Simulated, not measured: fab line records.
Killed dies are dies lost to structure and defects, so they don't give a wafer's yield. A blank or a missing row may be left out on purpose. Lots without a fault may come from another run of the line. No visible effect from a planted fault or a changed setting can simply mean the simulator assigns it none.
fab line records	flow rit-cmos
record: lots: 6	wafers: 18	last-day: 7
route steps=202 shown GATE@89 REOX@98 NLDD@103 PLDD@114 SPACER@125 M1@202
lots with no fault: from the same line, run without faults
start-h: hours from the record's opening day to when the first of the lot's shown wafers began	wait-h: time in hours since the lot's previous step	" unchanged from the row above	L1.1+2: a single row standing in for several wafers	- no value, or no start given	* or withheld: withheld	< > ~ a bound
route shown NAME@n: names a module that has steps shown in the file, with the first one's number in the route	usual: the fault-free wafers' mean and standard deviation	same: alike in all rows	chamber/n: place in a boat	sites: the reading at each site	_std_site: how widely they spread, as a standard deviation	_edge_site: the outer-site mean with the inner-site mean subtracted	radius-mm: for every site, how far away it sits from the centre of the wafer	mask NAME#n: copy n	behind: the most recent tool/chamber to have shaped the wafer	hold: reason for holding the lot/hours on hold/outcome of the hold	device: which transistor (n, p or np) failed to switch	end of line: the same wafers' tests at the end of the route	where a step has no rows: the recipe by itself	killed: at the first sort, the dies lost to defects and structure; wafer yield is something else	map: a wafer's dies, marking killed ones x, the rest . and places with no die _
set.NAME: the run value of the setting; set.NAME@STEP: its run value at that earlier step	model.NAME: the simulator's own value behind a step, which no gauge read
a table for each step, a row for each wafer; lots at some steps of the route
services: from which hour (start-h, from the record's first day; less than 0 if before it) a tool's chamber was out of use, for how many hours, and why
== steps ==
step: RIT_GATE_EXPOSE_13
recipe: mask-id: M6	na: 0.6	source-shape: conventional	sigma-outer: 0.6	target-cd-nm: 150	dose-mj: 380
step: RIT_GATE_PEB_14
recipe: resist: NOVOLAK	temp-c: withheld	time-s: withheld
step: RIT_GATE_DEVELOP_15
recipe: resist: NOVOLAK	develop-time-s: 50	dev-temp-c: 23
step: RIT_GATE_CD_MEAS_16
recipe: target-cd-nm: 150
usual: cd-nm: 150.5/2.8
lot.wafer	tool	chamber	start-h	wait-h	cd-nm
L783.2	cd-sem-02	-	53.62	-	147.0
L783.5	"	-	"	"	145.9
L783.6	"	-	"	"	147.7
L791.3	cd-sem-02	-	93.61	-	146.3
L791.5	"	-	"	"	147.3
L791.6	"	-	"	"	149.0
L794.2	cd-sem-02	-	107.90	-	153.7
L794.4	"	-	"	"	151.3
L794.6	"	-	"	"	152.8
L795.1	cd-sem-01	-	110.48	-	147.6
L795.3	"	-	"	"	146.9
L795.5	"	-	"	"	149.0
L797.2	cd-sem-01	-	121.21	-	148.0
L797.5	"	-	"	"	148.3
L797.6	"	-	"	"	149.2
L803.1	cd-sem-01	-	147.58	-	147.1
L803.5	"	-	"	"	147.6
L803.6	"	-	"	"	148.8
step: RIT_GATE_OVL_MEAS_17
usual: GATE_OVL: -0.4/1.5
lot.wafer	tool	chamber	start-h	wait-h	GATE_OVL[nm]
L783.2	overlay-01	-	53.73	0.1	0.2
L783.5	"	-	"	"	-0.9
L783.6	"	-	"	"	1.4
L791.3	overlay-02	-	93.71	0.1	-1.1
L791.5	"	-	"	"	-0.7
L791.6	"	-	"	"	0.4
L794.2	overlay-02	-	108.01	0.1	-1.9
L794.4	"	-	"	"	-2.1
L794.6	"	-	"	"	-3.8
L795.1	overlay-02	-	110.60	0.1	-0.3
L795.3	"	-	"	"	-0.2
L795.5	"	-	"	"	1.6
L797.2	overlay-02	-	121.31	0.1	0.7
L797.5	"	-	"	"	1.4
L797.6	"	-	"	"	-0.6
L803.1	overlay-01	-	147.70	0.1	-1.2
L803.5	"	-	"	"	0.5
L803.6	"	-	"	"	-0.4
step: RIT_GATE_HARDBAKE_18
recipe: resist: NOVOLAK	temp-c: 140	time-s: 60
step: RIT_GATE_ETCH_19
recipe: chemistry: SF6/CHF3/O2	time-s: 165	SF6_flow_sccm: 30	CHF3_flow_sccm: 30	O2_flow_sccm: 5	target: poly-Si	pressure-mtorr: 40	rf-w: 160	target-depth-a: 3125	over-etch-frac: 0.25	stop-on: SiO2
usual: drypump-motor-current-A: 5.8/0.34	oes-product-au: 0.850/0.013	throttle-valve-pct: 10.25/0.13
lot.wafer	tool	chamber	start-h	wait-h	drypump-motor-current-A	oes-product-au	rf-hours-counter-h	throttle-valve-pct
L783.2	rie-si-02	1	53.91	0.1	6.0	0.849	38	10.02
L783.5	"	0	"	"	5.9	0.867	-	10.29
L783.6	"	3	"	"	5.6	0.845	-	10.50
L791.3	rie-si-02	1	93.88	0.1	6.0	0.846	39	10.03
L791.5	"	1	"	"	6.0	0.852	-	10.02
L791.6	"	0	"	"	5.9	0.869	-	10.29
L794.2	rie-si-01	3	108.19	0.1	5.0	0.832	100	10.32
L794.4	"	2	"	"	5.6	0.829	136	10.15
L794.6	"	2	"	"	5.6	0.830	-	10.17
L795.1	rie-si-02	0	110.79	0.1	5.9	0.879	132	10.28
L795.3	"	3	"	"	5.6	0.854	2	10.49
L795.5	"	1	"	"	6.0	0.867	-	10.03
L797.2	rie-si-02	1	121.49	0.1	6.0	0.846	39	10.03
L797.5	"	2	"	"	5.8	0.829	-	10.10
L797.6	"	1	"	"	6.0	0.855	-	10.03
L803.1	rie-si-02	3	147.95	0.1	5.6	0.853	3	10.50
L803.5	"	3	"	"	5.6	0.853	-	10.50
L803.6	"	0	"	"	5.9	0.871	-	10.28
step: RIT_GATE_STRIP_20
recipe: chemistry: O2	time-s: 180	resist: NOVOLAK	platen-temp-c: withheld	power-w: 500	pressure-mtorr: 4000	o2-flow-sccm: 4000
usual: drypump-motor-current-A: 5.4/0.57
lot.wafer	tool	chamber	start-h	wait-h	drypump-motor-current-A	rf-hours-counter-h
L783.2	plasma-asher-03	0	54.02	0.1	5.7	41
L783.5	"	0	"	"	5.7	-
L783.6	"	1	"	"	5.5	-
L791.3	plasma-asher-02	1	94.05	0.1	6.0	-
L791.5	"	1	"	"	6.0	-
L791.6	"	0	"	"	5.0	-
L794.2	plasma-asher-01	1	108.30	0.1	6.0	45
L794.4	"	1	"	"	6.0	-
L794.6	"	1	"	"	6.0	-
L795.1	plasma-asher-01	1	110.90	0.1	6.0	46
L795.3	"	1	"	"	6.0	-
L795.5	"	1	"	"	6.0	-
L797.2	plasma-asher-02	0	121.60	0.1	5.0	0
L797.5	"	1	"	"	6.0	-
L797.6	"	0	"	"	5.0	-
L803.1	plasma-asher-02	1	148.06	0.1	6.0	5
L803.5	"	1	"	"	6.0	-
L803.6	"	0	"	"	5.0	-
step: RIT_GATE_CD_MEAS_90
recipe: target-cd-nm: 150
usual: cd-nm: 150.6/2.9
lot.wafer	tool	chamber	start-h	wait-h	cd-nm
L783.2	cd-sem-01	-	54.21	0.1	146.8
L783.5	"	-	"	"	146.2
L783.6	"	-	"	"	147.5
L791.3	cd-sem-02	-	94.20	0.1	146.2
L791.5	"	-	"	"	146.8
L791.6	"	-	"	"	149.3
L794.2	cd-sem-02	-	108.49	0.1	153.4
L794.4	"	-	"	"	151.3
L794.6	"	-	"	"	153.2
L795.1	cd-sem-02	-	111.07	0.1	147.2
L795.3	"	-	"	"	147.0
L795.5	"	-	"	"	148.9
L797.2	cd-sem-01	-	121.80	0.1	147.6
L797.5	"	-	"	"	148.4
L797.6	"	-	"	"	149.2
L803.1	cd-sem-02	-	148.24	0.1	147.4
L803.5	"	-	"	"	147.5
L803.6	"	-	"	"	148.9
step: RIT_REOX_CLEAN_00
recipe: chemistry: SC1	mix: 3:3:50	time-s: 600	temp-c: 75
step: RIT_REOX_CLEAN_01
recipe: chemistry: dHF	dilution: 50:1	time-s: 30
step: RIT_REOX_CLEAN_02
recipe: chemistry: SC2	mix: 3:3:50	time-s: 600	temp-c: 75	dry: n2-spin
step: RIT_REOX_OXIDATION_03
recipe: temp-c: 900	ambient: O2	target-thk-a: 252	ox-time-s: 5580
usual: spike-tc-centre-C: 902.6/0.98	spike-tc-load-C: 926.1/1.5	spike-tc-source-C: 926.6/2.4	tube-center-temp-C: 900.01/0.077	tube_center_temp_C_max: 902.3/0.45
lot.wafer	tool	chamber	start-h	wait-h	spike-tc-centre-C	spike-tc-load-C	spike-tc-source-C	tube-center-temp-C	tube_center_temp_C_max	model.SiO2_of_REOX_OXIDATION_03.thk-nm
L783.2	furnace-01	0	54.69	0.0	902.3	928.1	924.5	899.91	902.3	24.95
L783.5	"	0	"	"	901.1	929.7	924.5	900.03	903.8	24.67
L783.6	"	0	"	"	902.8	928.7	925.0	900.05	901.9	24.8
L791.3	furnace-04	0	94.78	0.1	902.5	925.3	929.8	900.01	902.9	25.04
L791.5	"	0	"	"	903.6	924.9	930.9	900.11	902.4	24.72
L791.6	"	0	"	"	902.1	927.9	929.7	899.91	902.2	24.86
L794.2	furnace-04	0	109.37	0.4	910.3	935.7	937.5	908.08	910.4	27.3
L794.4	"	0	"	"	910.5	934.2	938.0	908.11	911.0	27.29
L794.6	"	0	"	"	909.6	937.5	938.1	907.99	910.2	27.21
L795.1	furnace-04	0	113.23	1.6	910.8	935.6	938.0	907.91	909.8	26.85
L795.3	"	0	"	"	909.8	933.3	936.3	907.97	909.7	26.98
L795.5	"	0	"	"	911.0	933.9	937.7	908.03	910.5	27.1
L797.2	furnace-03	0	122.71	0.4	901.9	924.6	925.6	900.03	902.5	25.76
L797.5	"	0	"	"	902.3	925.9	925.7	899.9	902.1	25.87
L797.6	"	0	"	"	902.8	924.6	922.2	900.1	903.2	25.31
L803.1	furnace-03	0	149.82	0.7	901.9	923.9	924.8	900.06	901.8	24.63
L803.5	"	0	"	"	902.9	924.8	925.7	900.01	902.8	25.25
L803.6	"	0	"	"	903.0	926.7	924.3	900.03	903.7	24.84
step: RIT_REOX_THK_MEAS_04
recipe: reads: SiO2_of_REOX_OXIDATION_03
usual: REOX_OXIDE_THK: 25.4/0.41
lot.wafer	tool	chamber	start-h	wait-h	REOX_OXIDE_THK[nm]
L783.2	film-metro-01	-	57.25	0.0	25.0
L783.5	"	-	"	"	24.7
L783.6	"	-	"	"	24.8
L791.3	film-metro-04	-	97.35	0.0	25.0
L791.5	"	-	"	"	24.7
L791.6	"	-	"	"	24.9
L794.2	film-metro-01	-	111.93	0.0	27.3
L794.4	"	-	"	"	27.3
L794.6	"	-	"	"	27.2
L795.1	film-metro-01	-	115.78	0.0	26.8
L795.3	"	-	"	"	27.0
L795.5	"	-	"	"	27.1
L797.2	film-metro-01	-	125.27	0.0	25.7
L797.5	"	-	"	"	25.9
L797.6	"	-	"	"	25.3
L803.1	film-metro-01	-	152.37	0.0	24.6
L803.5	"	-	"	"	25.3
L803.6	"	-	"	"	24.9
step: RIT_NLDD_HMDS_00
recipe: prime-time-s: 60	prime-temp-c: 140
step: RIT_NLDD_COAT_01
recipe: resist: NOVOLAK	spin-rpm: 3250	resist-thk-nm: 1000
step: RIT_NLDD_SOFTBAKE_02
recipe: resist: NOVOLAK	temp-c: 90	time-s: 60
step: RIT_NLDD_EXPOSE_03
recipe: mask-id: M7	na: 0.57	target-cd-nm: 40700	dose-mj: 250
step: RIT_NLDD_PEB_04
recipe: resist: NOVOLAK	temp-c: withheld	time-s: withheld
step: RIT_NLDD_DEVELOP_05
recipe: resist: NOVOLAK	develop-time-s: 50	dev-temp-c: 23
step: RIT_NLDD_OVL_MEAS_06
usual: NLDD_OVL: -0.6/1.3
lot.wafer	tool	chamber	start-h	wait-h	NLDD_OVL[nm]
L783.2	overlay-02	-	58.50	-	-2.8
L783.5	"	-	"	"	-2.2
L783.6	"	-	"	"	-0.3
L791.3	overlay-02	-	98.25	-	0.8
L791.5	"	-	"	"	-1.6
L791.6	"	-	"	"	-1.0
L794.2	overlay-01	-	112.96	-	-2.2
L794.4	"	-	"	"	-2.1
L794.6	"	-	"	"	-0.8
L795.1	overlay-01	-	116.82	-	0.9
L795.3	"	-	"	"	0.4
L795.5	"	-	"	"	0.5
L797.2	overlay-02	-	126.30	-	0.3
L797.5	"	-	"	"	-1.2
L797.6	"	-	"	"	-2.6
L803.1	overlay-01	-	153.42	-	-1.1
L803.5	"	-	"	"	0.5
L803.6	"	-	"	"	-0.5
step: RIT_NLDD_HARDBAKE_07
recipe: resist: NOVOLAK	temp-c: 140	time-s: 60
step: RIT_NLDD_IMPLANT_08
recipe: species: P	energy-kev: 20	dose-cm2: 5e+14	tilt-deg: 7
step: RIT_NLDD_STRIP_09
recipe: chemistry: O2	time-s: 180	resist: NOVOLAK	platen-temp-c: withheld	power-w: 500	pressure-mtorr: 4000	o2-flow-sccm: 4000
usual: drypump-motor-current-A: 5.6/0.42
lot.wafer	tool	chamber	start-h	wait-h	drypump-motor-current-A	rf-hours-counter-h
L783.2	plasma-asher-01	0	58.83	0.1	4.7	40
L783.5	"	1	"	"	6.0	-
L783.6	"	0	"	"	4.7	-
L791.3	plasma-asher-03	0	98.63	0.1	5.7	-
L791.5	"	1	"	"	5.5	-
L791.6	"	0	"	"	5.7	-
L794.2	plasma-asher-04	1	113.29	0.1	6.0	32
L794.4	"	0	"	"	5.5	-
L794.6	"	0	"	"	5.5	-
L795.1	plasma-asher-04	0	117.16	0.1	5.5	33
L795.3	"	1	"	"	6.0	-
L795.5	"	0	"	"	5.5	-
L797.2	plasma-asher-01	0	126.63	0.1	4.7	49
L797.5	"	1	"	"	6.0	-
L797.6	"	0	"	"	4.7	-
L803.1	plasma-asher-04	0	153.89	0.1	5.5	38
L803.5	"	1	"	"	6.0	-
L803.6	"	0	"	"	5.5	-
step: RIT_NLDD_TW_MEAS_10
usual: NLDD_TW: 2458/30
lot.wafer	tool	chamber	start-h	wait-h	NLDD_TW
L783.2	film-metro-02	-	59.01	0.1	2424
L783.5	"	-	"	"	2419
L783.6	"	-	"	"	2430
L791.3	film-metro-03	-	98.77	0.1	2419
L791.5	"	-	"	"	2409
L791.6	"	-	"	"	2417
L794.2	film-metro-03	-	113.48	0.1	2437
L794.4	"	-	"	"	2428
L794.6	"	-	"	"	2419
L795.1	film-metro-04	-	117.33	0.1	2476
L795.3	"	-	"	"	2485
L795.5	"	-	"	"	2479
L797.2	film-metro-04	-	126.81	0.1	2475
L797.5	"	-	"	"	2473
L797.6	"	-	"	"	2466
L803.1	film-metro-03	-	154.07	0.1	2418
L803.5	"	-	"	"	2423
L803.6	"	-	"	"	2423
step: RIT_PLDD_HMDS_00
recipe: prime-time-s: 60	prime-temp-c: 140
step: RIT_PLDD_COAT_01
recipe: resist: NOVOLAK	spin-rpm: 3250	resist-thk-nm: 1000
step: RIT_PLDD_SOFTBAKE_02
recipe: resist: NOVOLAK	temp-c: 90	time-s: 60
step: RIT_PLDD_EXPOSE_03
recipe: mask-id: M8	na: 0.57	target-cd-nm: 40900	dose-mj: 250
step: RIT_PLDD_PEB_04
recipe: resist: NOVOLAK	temp-c: withheld	time-s: withheld
step: RIT_PLDD_DEVELOP_05
recipe: resist: NOVOLAK	develop-time-s: 50	dev-temp-c: 23
step: RIT_PLDD_OVL_MEAS_06
usual: PLDD_OVL: -1.1/1.7
lot.wafer	tool	chamber	start-h	wait-h	PLDD_OVL[nm]
L783.2	overlay-01	-	59.92	-	-0.8
L783.5	"	-	"	"	0.4
L783.6	"	-	"	"	0.3
L791.3	overlay-02	-	99.80	-	-1.2
L791.5	"	-	"	"	-0.6
L791.6	"	-	"	"	-0.7
L794.2	overlay-02	-	114.38	-	-4.1
L794.4	"	-	"	"	-2.7
L794.6	"	-	"	"	-2.1
L795.1	overlay-01	-	118.47	-	-0.4
L795.3	"	-	"	"	-0.1
L795.5	"	-	"	"	-0.2
L797.2	overlay-02	-	127.72	-	-2.0
L797.5	"	-	"	"	-1.6
L797.6	"	-	"	"	-1.9
L803.1	overlay-02	-	155.10	-	1.3
L803.5	"	-	"	"	-1.1
L803.6	"	-	"	"	-2.5
step: RIT_PLDD_HARDBAKE_07
recipe: resist: NOVOLAK	temp-c: 140	time-s: 60
step: RIT_PLDD_IMPLANT_08
recipe: species: BF2	energy-kev: 20	dose-cm2: 9e+14	tilt-deg: 7
step: RIT_PLDD_STRIP_09
recipe: chemistry: O2	time-s: 180	resist: NOVOLAK	platen-temp-c: withheld	power-w: 500	pressure-mtorr: 4000	o2-flow-sccm: 4000
usual: drypump-motor-current-A: 5.4/0.59
lot.wafer	tool	chamber	start-h	wait-h	drypump-motor-current-A	rf-hours-counter-h
L783.2	plasma-asher-01	1	60.25	0.1	5.9	40
L783.5	"	1	"	"	6.0	-
L783.6	"	0	"	"	4.6	-
L791.3	plasma-asher-04	1	100.18	0.1	6.0	-
L791.5	"	1	"	"	6.0	-
L791.6	"	0	"	"	5.5	-
L794.2	plasma-asher-01	0	114.71	0.1	4.7	47
L794.4	"	0	"	"	4.6	-
L794.6	"	1	"	"	6.0	-
L795.1	plasma-asher-01	1	118.82	0.1	6.0	48
L795.3	"	0	"	"	4.6	-
L795.5	"	0	"	"	4.6	-
L797.2	plasma-asher-01	0	128.06	0.1	4.7	49
L797.5	"	1	"	"	6.0	-
L797.6	"	0	"	"	4.6	-
L803.1	plasma-asher-01	0	155.44	0.1	4.6	53
L803.5	"	0	"	"	4.6	-
L803.6	"	1	"	"	6.0	-
step: RIT_PLDD_TW_MEAS_10
usual: PLDD_TW: 2315/25
lot.wafer	tool	chamber	start-h	wait-h	PLDD_TW
L783.2	film-metro-02	-	60.43	0.1	2286
L783.5	"	-	"	"	2293
L783.6	"	-	"	"	2293
L791.3	film-metro-02	-	100.32	0.1	2305
L791.5	"	-	"	"	2302
L791.6	"	-	"	"	2316
L794.2	film-metro-04	-	114.90	0.1	2338
L794.4	"	-	"	"	2329
L794.6	"	-	"	"	2336
L795.1	film-metro-04	-	118.99	0.1	2343
L795.3	"	-	"	"	2347
L795.5	"	-	"	"	2334
L797.2	film-metro-03	-	128.24	0.1	2297
L797.5	"	-	"	"	2298
L797.6	"	-	"	"	2289
L803.1	film-metro-02	-	155.61	0.1	2296
L803.5	"	-	"	"	2289
L803.6	"	-	"	"	2280
step: RIT_SPACER_CLEAN_00
recipe: chemistry: SC1	mix: 3:3:50	time-s: 600	temp-c: 75
usual: temp-c: 74.99/0.12
lot.wafer	tool	chamber	start-h	wait-h	temp-c	model.SiO2_of_REOX_OXIDATION_03.thk-nm
L783.2	wet-bench-02	1	60.48	0.0	75.17	23.02
L783.5	"	1	"	"	75.19	22.76
L783.6	"	1	"	"	75.16	22.87
L791.3	wet-bench-03	2	100.36	0.0	74.98	23.1
L791.5	"	2	"	"	74.60	22.79
L791.6	"	2	"	"	74.98	22.94
L794.2	wet-bench-03	2	114.95	0.0	74.99	25.17
L794.4	"	2	"	"	75.04	25.16
L794.6	"	2	"	"	74.73	25.07
L795.1	wet-bench-02	1	119.05	0.1	75.12	24.76
L795.3	"	1	"	"	75.19	24.88
L795.5	"	1	"	"	75.01	24.98
L797.2	wet-bench-02	3	128.29	0.0	75.27	23.78
L797.5	"	3	"	"	75.19	23.88
L797.6	"	3	"	"	75.14	23.35
L803.1	wet-bench-04	3	155.67	0.1	75.05	22.74
L803.5	"	3	"	"	75.16	23.32
L803.6	"	3	"	"	74.99	22.94
step: RIT_SPACER_CLEAN_01
recipe: chemistry: dHF	dilution: 50:1	time-s: 30
step: RIT_M1_PROBE_99
usual: killed-at-contacts: 0.1/0.34	killed-at-front-end: 7.0/2.9	killed-dies: 7.2/2.9	killed-open: 3.6/1.9	killed-short: 3.5/2.1
same: gross-dies: 264	killed_at_M0_to_M3: 0	killed_at_M4_up: 0	killed-at-back-side: 0	killed-at-other: 0
lot.wafer	tool	chamber	start-h	wait-h	killed-at-contacts	killed-at-front-end	killed-dies	killed-open	killed-short	model.etest.pmos-turned.r-on-ohm-um	model.etest.pmos_0p3.r-on-ohm-um	model.etest.pmos_0p15.r-on-ohm-um	model.etest.pldd.rs-ohm-sq	model.etest.nmos_0p3.r-on-ohm-um	model.etest.nmos-turned.drive-ua-um	model.etest.nldd.rs-ohm-sq	model.etest.pldd.line-ohm-um
L783.2	prober-02	-	73.83	0.1	0	12	12	5	7	3347	6357	2714	472	2220	320.8	380.9	152.2
L783.5	prober-02	-	73.98	0.2	0	12	12	6	6	3266	6277	2636	461.3	2178	332.2	382.3	145.6
L783.6	prober-02	-	74.03	0.2	0	9	9	7	2	3326	6289	2685	469.7	2193	325.5	383.5	145
L791.3	prober-02	-	114.09	0.2	0	3	3	1	2	3283	6123	2649	483.3	2162	331.4	377.4	152.1
L791.5	prober-02	-	114.19	0.2	0	6	6	3	2	3250	6182	2631	469.8	2157	339.1	369.6	147
L791.6	prober-02	-	114.24	0.2	0	7	7	4	3	3311	6172	2680	479.3	2155	328.1	376.2	148.9
L794.2	prober-02	-	128.76	0.1	0	7	7	2	5	3926	6694	3106	629.8	2251	273.4	414.1	195.3
L794.4	prober-02	-	128.86	0.2	0	3	3	2	1	3901	6646	3025	621.6	2239	275.7	417.3	195.1
L794.6	prober-02	-	128.96	0.2	0	10	10	6	4	3940	6729	3099	615.1	2260	274.7	410.8	194.9
L795.1	prober-02	-	132.72	0.1	0	14	14	4	9	3863	6512	2945	631.9	2246	274	418.3	191.9
L795.3	prober-02	-	132.82	0.2	0	8	8	3	5	3875	6592	2977	636.8	2239	272.1	419.9	202.5
L795.5	prober-02	-	132.92	0.2	0	6	6	2	4	3922	6558	2963	640.1	2240	265	425.7	200.3
L797.2	prober-01	-	141.68	0.1	0	7	7	0	7	3411	6279	2718	509.1	2192	302.9	411.3	158.2
L797.5	prober-01	-	141.83	0.2	0	6	6	4	2	3536	6474	2806	513.8	2265	294.4	409.1	161.1
L797.6	prober-01	-	141.88	0.2	1	6	7	5	2	3369	6241	2704	483.6	2187	308.6	396.3	152.5
L803.1	prober-01	-	169.36	0.1	0	9	9	7	2	3521	6489	2830	512.4	2201	333.2	357.6	162.3
L803.5	prober-01	-	169.56	0.2	0	7	7	4	3	3623	6457	2878	554.6	2206	322.2	372.6	173
L803.6	prober-01	-	169.61	0.2	1	7	8	4	3	3531	6432	2842	522.8	2179	332.9	361.7	164.3
killed by level:class
L783.2 GATE:geometric-particle:short=5 FOX2:geometric-particle:open=2 GATE:geometric-particle:open=2 REOX:geometric-particle:short=2 SILICIDE:geometric-particle:open=1
L783.5 GATE:geometric-particle:open=4 FOX1:geometric-particle:short=1 FOX2:geometric-particle:short=1 GATE:geometric-particle:short=1 REOX:geometric-particle:short=1 SILICIDE:geometric-particle:short=1 SPACER:geometric-particle:open=1 SPACER:geometric-particle:short=1
L783.6 SPACER:geometric-particle:open=3 GATE:geometric-particle:open=2 FOX1:geometric-particle:open=1 GATE:geometric-particle:short=1 REOX:geometric-particle:short=1 SILICIDE:geometric-particle:open=1
L791.3 FOX1:geometric-particle:short=2 FOX2:geometric-particle:open=1
L791.5 FOX1:geometric-particle:short=2 FOX1:geometric-particle:open=2 GATE:geometric-particle:open=1 NWELL:coat-microbubble-printed=1
L791.6 FOX1:geometric-particle:open=2 FOX1:geometric-particle:short=2 FOX2:geometric-particle:short=1 GATE:geometric-particle:open=1 REOX:geometric-particle:open=1
L794.2 GATE:geometric-particle:short=3 REOX:geometric-particle:short=2 SPACER:geometric-particle:open=1 SILICIDE:geometric-particle:open=1
L794.4 FOX1:geometric-particle:open=1 REOX:geometric-particle:open=1 SILICIDE:geometric-particle:short=1
L794.6 FOX1:geometric-particle:open=2 GATE:geometric-particle:short=2 REOX:geometric-particle:open=2 GATE:geometric-particle:open=1 REOX:geometric-particle:short=1 SPACER:geometric-particle:short=1 SILICIDE:geometric-particle:open=1
L795.1 FOX1:geometric-particle:short=3 GATE:geometric-particle:short=3 FOX2:geometric-particle:open=1 FOX2:geometric-particle:short=1 GATE:geometric-particle:open=1 REOX:geometric-particle:short=1 SPACER:geometric-particle:open=1 SILICIDE:geometric-particle:short=1
L795.3 FOX1:geometric-particle:short=3 FOX1:geometric-particle:open=1 GATE:geometric-particle:open=1 REOX:geometric-particle:short=1 REOX:geometric-particle:open=1 SPACER:geometric-particle:short=1
L795.5 FOX1:geometric-particle:short=2 FOX1:geometric-particle:open=1 GATE:geometric-particle:short=1 REOX:geometric-particle:open=1 REOX:geometric-particle:short=1
L797.2 GATE:geometric-particle:short=4 FOX2:geometric-particle:short=2 REOX:geometric-particle:short=1
L797.5 GATE:geometric-particle:open=2 GATE:geometric-particle:short=2 REOX:geometric-particle:open=1 SPACER:geometric-particle:open=1
L797.6 GATE:geometric-particle:open=3 FOX1:geometric-particle:open=1 SPACER:geometric-particle:short=1 FOX2:geometric-particle:open=1 CONTACT:geometric-particle:short=1
L803.1 SILICIDE:geometric-particle:open=3 GATE:geometric-particle:open=2 GATE:geometric-particle:short=1 REOX:geometric-particle:open=1 SPACER:geometric-particle:short=1 SPACER:geometric-particle:open=1
L803.5 SILICIDE:geometric-particle:short=2 SILICIDE:geometric-particle:open=2 FOX1:geometric-particle:open=1 FOX2:geometric-particle:open=1 FOX2:geometric-particle:short=1
L803.6 GATE:geometric-particle:short=2 FOX1:geometric-particle:open=1 GATE:geometric-particle:open=1 SILICIDE:geometric-particle:short=1 SILICIDE:geometric-particle:open=1 CONTACT:geometric-particle:open=1 NWELL:coat-microbubble-printed=1
== services ==
tool	chamber	start-h	hours	kind
furnace-04	-	35.81	3.0	pm
wet-bench-03	-	45.70	20.3	repair
rie-si-01	1	93.98	13.3	repair
plasma-asher-03	-	107.97	28.1	pm
plasma-asher-02	-	108.75	9.0	pm
plasma-asher-02	0	108.75	9.0	vent-cycle
plasma-asher-02	1	108.75	9.0	vent-cycle
plasma-asher-02	0	117.75	-	clean
plasma-asher-02	1	117.75	-	clean
furnace-03	-	134.82	2.4	pm
plasma-asher-03	-	136.07	14.6	pm
plasma-asher-04	-	138.04	2.8	pm
rie-si-01	3	139.90	6.4	repair
furnace-03	-	152.80	2.9	pm
== key ==
first-sign: step: RIT_REOX_OXIDATION_03	reading: tube-center-temp-C	direction: up	sigmas: 89	usual: *	struck: *
effect: step: RIT_REOX_OXIDATION_03	reading: tube_center_temp_C_max	direction: up	sigmas: 18	usual: *	struck: *
effect: step: RIT_REOX_THK_MEAS_04	reading: REOX_OXIDE_THK	direction: up	sigmas: 4.3	usual: 25.4	struck: 27.1
model-effect: step: RIT_REOX_OXIDATION_03	value: SiO2_of_REOX_OXIDATION_03.thk-nm	without: 24.99	struck: 27.12
model-effect: step: RIT_SPACER_CLEAN_00	value: SiO2_of_REOX_OXIDATION_03.thk-nm	without: 23.04	struck: 25.01
model-effect: step: RIT_M1_PROBE_99	value: etest.pmos-turned.r-on-ohm-um	without: 3466	struck: 3905
met-at RIT_REOX_OXIDATION_03
struck-wafers L794.2,L794.4,L794.6,L795.1,L795.3,L795.5
tester-left-out L794,L795
onset-between 94.78 109.37
fault: kind: process-parameter-drift	tool: furnace-04	chamber: -	onset-h: 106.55	steps: RIT_REOX_OXIDATION_03	channel: temp-c	offset: *	shape: step	end-h: 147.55	acts-in: *	stated: *
tester-left-out: of these lots the tester's yield and bins aren't shown, on N5 and GAA mostly nor the transistor test; their killed dies are dies lost to structure and defects alone, not to doping, threshold or leakage, so they don't give the yield
